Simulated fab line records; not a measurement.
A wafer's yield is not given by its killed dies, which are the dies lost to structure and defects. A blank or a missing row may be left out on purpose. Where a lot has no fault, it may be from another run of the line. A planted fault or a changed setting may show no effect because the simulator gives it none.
Struck lot and sound lot, side by side ; flow rit_cmos ; 14 out of 202 route steps
Sound: wafers L824.1, L824.2, L824.3. Struck: wafers L832.2, L832.3, L832.6. The cause is named last.
For every step that has rows: the tool of each side, followed by ch and its chambers, followed by its first start. Under that, the readings that differ: sound wafers ; struck wafers ; difference of the means ; sigmas: that difference in standard deviations of wafers without a fault.
alike: a reading whose means differ by less than 2 such deviations, as well as words and numbers matching on both sides. not compared: withheld readings; readings where some wafer has no value; bounds like >300 that might hide an equal value; numbers whose values overlap and for which the record gives no deviation.
The two part at a step that has a row with sigmas, a row that says differs or no value, or rows on one side only. Non-overlapping numbers with no deviation appear without sigmas and do not part them. A reading that every wafer of one side lacks parts them only if that side has two wafers or more.

first, 1 step without rows for these wafers: RIT_CONTACT_HARDBAKE_10 (time 60 s).
RIT_CONTACT_ETCH_11: etches SiO2 in CHF3/CF4/Ar, stops on TiSi2, target depth 480 nm, time 320 s.
  sound on rie_diel-02 ch 0,1,3, day 5 18:09; struck on rie_diel-02 ch 1,3, day 7 03:58
  alike: chamber_pressure_mTorr, drypump_motor_current_A, oes_product_au, throttle_valve_pct
  not compared: rf_hours_counter_h
RIT_CONTACT_STRIP_12: strips in O2, time 180 s.
  sound on plasma_asher-04 ch 0,1, day 5 18:21; struck on plasma_asher-01 ch 0,1, day 7 04:10
reading;sound;struck;difference;sigmas
chamber_pressure_mTorr (mTorr);3992 3993 3995;4005 4001 4000;+9;+2
rf_refl_power_W (W);7.2 9.1 9.5;5.9 4.5 4.6;-3.6;-2
  alike: drypump_motor_current_A
  not compared: rf_hours_counter_h
RIT_CONTACT_CD_MEAS_90 targets a cd of 1000 nm.
  sound on cd_sem-02 at day 5 18:31; struck on cd_sem-01 at day 7 04:22
  alike: cd_nm
then, 2 steps without rows for these wafers: RIT_CONTACT_CLEAN_13 (cleans in SC1, time 600 s); RIT_CONTACT_CLEAN_14 (cleans in SC2, time 600 s).
RIT_M1_SPUTTER_00: material Al, target thk 400 nm, time 500 s.
  sound on pvd_sputter-04 at day 5 18:59; struck on pvd_sputter-04 at day 7 04:49
  alike: chamber_pressure_pa, throttle_valve_pct
RIT_M1_RS_MEAS_01: measurement is done with a four-point probe.
  sound on film_metro-01 at day 5 19:17; struck on film_metro-04 at day 7 05:07
  alike: M1_AL_RS
RIT_M1_THK_MEAS_02: measures by xrf.
  sound on film_metro-01 at day 5 19:25; struck on film_metro-04 at day 7 05:14
  alike: M1_AL_THK
then, 3 steps without rows for these wafers: RIT_M1_HMDS_03 (prime time 60 s); RIT_M1_COAT_04 (resist thk 1300 nm); RIT_M1_SOFTBAKE_05 (time 60 s).
RIT_M1_EXPOSE_06: exposes mask M12, target cd 2600 nm.
  struck on iline_stepper-02, day 7 05:57; sound on iline_stepper-01 ch 0, day 5 20:02
  no value came back on the struck wafers for exposure_dose_mJ_cm2, focus_offset_nm (nm), sigma_outer; on the sound wafers exposure_dose_mJ_cm2 reads 252.56 252.18 252.41
  alike: mask
after that, 1 step had no rows for these wafers: RIT_M1_PEB_07.

== WHERE THEY PART ==
First at RIT_CONTACT_STRIP_12; last, within this record, at RIT_M1_EXPOSE_06.

WHY: what had been put in by the simulator
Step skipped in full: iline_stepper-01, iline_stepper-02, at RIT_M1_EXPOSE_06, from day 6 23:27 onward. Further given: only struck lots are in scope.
